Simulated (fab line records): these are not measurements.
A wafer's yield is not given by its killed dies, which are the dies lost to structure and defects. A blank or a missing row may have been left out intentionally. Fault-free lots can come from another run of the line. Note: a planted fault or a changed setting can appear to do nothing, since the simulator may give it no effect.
Shared-tool check + flow berkeleyCmos170 + Sampled: 14 lots, 48 wafers

REASON FOR OPENING
UCB170_GATE_THK_MEAS_02, reading GATE_OXIDE_THK: flagged on 2 of 14 lots. No-fault wafers: 6.65 nm, standard deviation 0.13.
Rule: a lot gets a flag if all its wafers with a number sit over 4 standard deviations from that mean, or if no wafer of it has a number. All remaining lots are regarded as sound.

| lot  | measured     | on           | GATE_OXIDE_THK (nm), wafer by wafer | flag    |
|------|--------------|--------------|-------------------------------------|---------|
| L859 | day 6 09:48  | filmMetro-02 | 6.32 6.29 6.54                      |         |
| L860 | day 6 09:55  | filmMetro-04 | 6.58 6.52 6.40                      |         |
| L863 | day 7 10:33  | filmMetro-04 | 6.59 6.69 6.67                      |         |
| L865 | day 7 10:33  | filmMetro-02 | 6.66 6.64 6.72                      |         |
| L862 | day 7 10:35  | filmMetro-01 | 6.59 6.67 6.71                      |         |
| L864 | day 7 10:37  | filmMetro-02 | 6.63 6.75 6.57                      |         |
| L868 | day 8 05:19  | filmMetro-01 | 6.51 6.64 6.56                      |         |
| L866 | day 8 05:19  | filmMetro-02 | 6.72 6.57 6.59                      |         |
| L869 | day 8 13:50  | filmMetro-04 | 6.59 6.54 6.66                      |         |
| L870 | day 9 04:40  | filmMetro-01 | 6.74 6.73 6.67                      |         |
| L873 | day 9 19:25  | filmMetro-01 | 6.45 6.51 6.50                      |         |
| L875 | day 10 17:17 | filmMetro-02 | 6.76 6.85 6.69                      |         |
| L881 | day 11 15:10 | filmMetro-01 | 5.89 5.83 5.76 5.90 5.81 5.78       | FLAGGED |
| L880 | day 11 15:14 | filmMetro-04 | 5.64 5.63 5.62 5.65 5.72 5.57       | FLAGGED |
On average the flagged lots' numbers are 5.73 nm, which is -0.92 nm against the usual, or -7 standard deviations.

TOOL THAT RAN EACH LOT
Before the reading, the record contains 2 process steps out of a 331-step route. In each cell: the tool, then ch and the chambers that the sampled wafers went through, then the start.
| lot  | flag    | UCB170_PFIELD_STRIP_08             | UCB170_GATE_OXIDATION_01      |
|------|---------|------------------------------------|-------------------------------|
| L859 |         | plasmaAsher-02 ch 0,1, day 4 15:10 | furnace-04 ch 0, day 6 08:17  |
| L860 |         | plasmaAsher-02 ch 0,1, day 4 23:43 | furnace-04 ch 0, day 6 08:17  |
| L863 |         | plasmaAsher-02 ch 0,1, day 5 15:19 | furnace-01 ch 0, day 7 09:03  |
| L865 |         | plasmaAsher-02 ch 1, day 5 18:10   | furnace-01 ch 0, day 7 09:03  |
| L862 |         | plasmaAsher-03 ch 0,1, day 5 16:01 | furnace-01 ch 0, day 7 09:03  |
| L864 |         | plasmaAsher-03 ch 0,1, day 5 15:07 | furnace-01 ch 0, day 7 09:03  |
| L868 |         | plasmaAsher-03 ch 0, day 6 03:14   | furnace-01 ch 0, day 8 03:49  |
| L866 |         | plasmaAsher-01 ch 0,1, day 6 03:16 | furnace-01 ch 0, day 8 03:49  |
| L869 |         | plasmaAsher-02 ch 0,1, day 6 15:18 | furnace-02 ch 0, day 8 12:15  |
| L870 |         | plasmaAsher-02 ch 0,1, day 7 09:02 | furnace-02 ch 0, day 9 03:10  |
| L873 |         | plasmaAsher-03 ch 0,1, day 7 17:29 | furnace-04 ch 0, day 9 17:53  |
| L875 |         | plasmaAsher-02 ch 0,1, day 8 13:53 | furnace-01 ch 0, day 10 15:47 |
| L881 | FLAGGED | plasmaAsher-02 ch 1, day 9 14:01   | furnace-01 ch 0, day 11 13:40 |
| L880 | FLAGGED | plasmaAsher-03 ch 0,1, day 9 13:35 | furnace-01 ch 0, day 11 13:40 |
What the steps here do:
- UCB170_PFIELD_STRIP_08: strips in O2.
- UCB170_GATE_OXIDATION_01: target thk 6.6 nm, ox time 1800 s.
- UCB170_GATE_THK_MEAS_02

FLAGGED OVER TOTAL, TOOL BY TOOL (the gauges that took the reading come last)
| step                     | tool           | lots run | flagged | share of the flagged lots | sound lots run after its first flagged lot |
|--------------------------|----------------|----------|---------|---------------------------|--------------------------------------------|
| UCB170_PFIELD_STRIP_08   | plasmaAsher-01 | 1        | 0       | none                      | -                                          |
| UCB170_PFIELD_STRIP_08   | plasmaAsher-02 | 8        | 1       | some                      | 0                                          |
| UCB170_PFIELD_STRIP_08   | plasmaAsher-03 | 5        | 1       | some                      | 0                                          |
| UCB170_GATE_OXIDATION_01 | furnace-01     | 9        | 2       | all                       | 0                                          |
| UCB170_GATE_OXIDATION_01 | furnace-02     | 2        | 0       | none                      | -                                          |
| UCB170_GATE_OXIDATION_01 | furnace-04     | 3        | 0       | none                      | -                                          |
| UCB170_GATE_THK_MEAS_02  | filmMetro-01   | 5        | 1       | some                      | 0                                          |
| UCB170_GATE_THK_MEAS_02  | filmMetro-02   | 5        | 0       | none                      | -                                          |
| UCB170_GATE_THK_MEAS_02  | filmMetro-04   | 4        | 1       | some                      | 0                                          |

WHAT IS ALLOWED BY THE TABLE
All flagged lots share 1 row of the table, namely furnace-01 at UCB170_GATE_OXIDATION_01.
- furnace-01 at UCB170_GATE_OXIDATION_01: 2 of its 9 lots flagged. A fault beginning between L875 (day 10 15:47), its last sound lot, and L880 (day 11 13:40), its first flagged one, fits the data.
What remains is a single tool, furnace-01 at UCB170_GATE_OXIDATION_01.

WHAT THE SIMULATOR HAD INSERTED
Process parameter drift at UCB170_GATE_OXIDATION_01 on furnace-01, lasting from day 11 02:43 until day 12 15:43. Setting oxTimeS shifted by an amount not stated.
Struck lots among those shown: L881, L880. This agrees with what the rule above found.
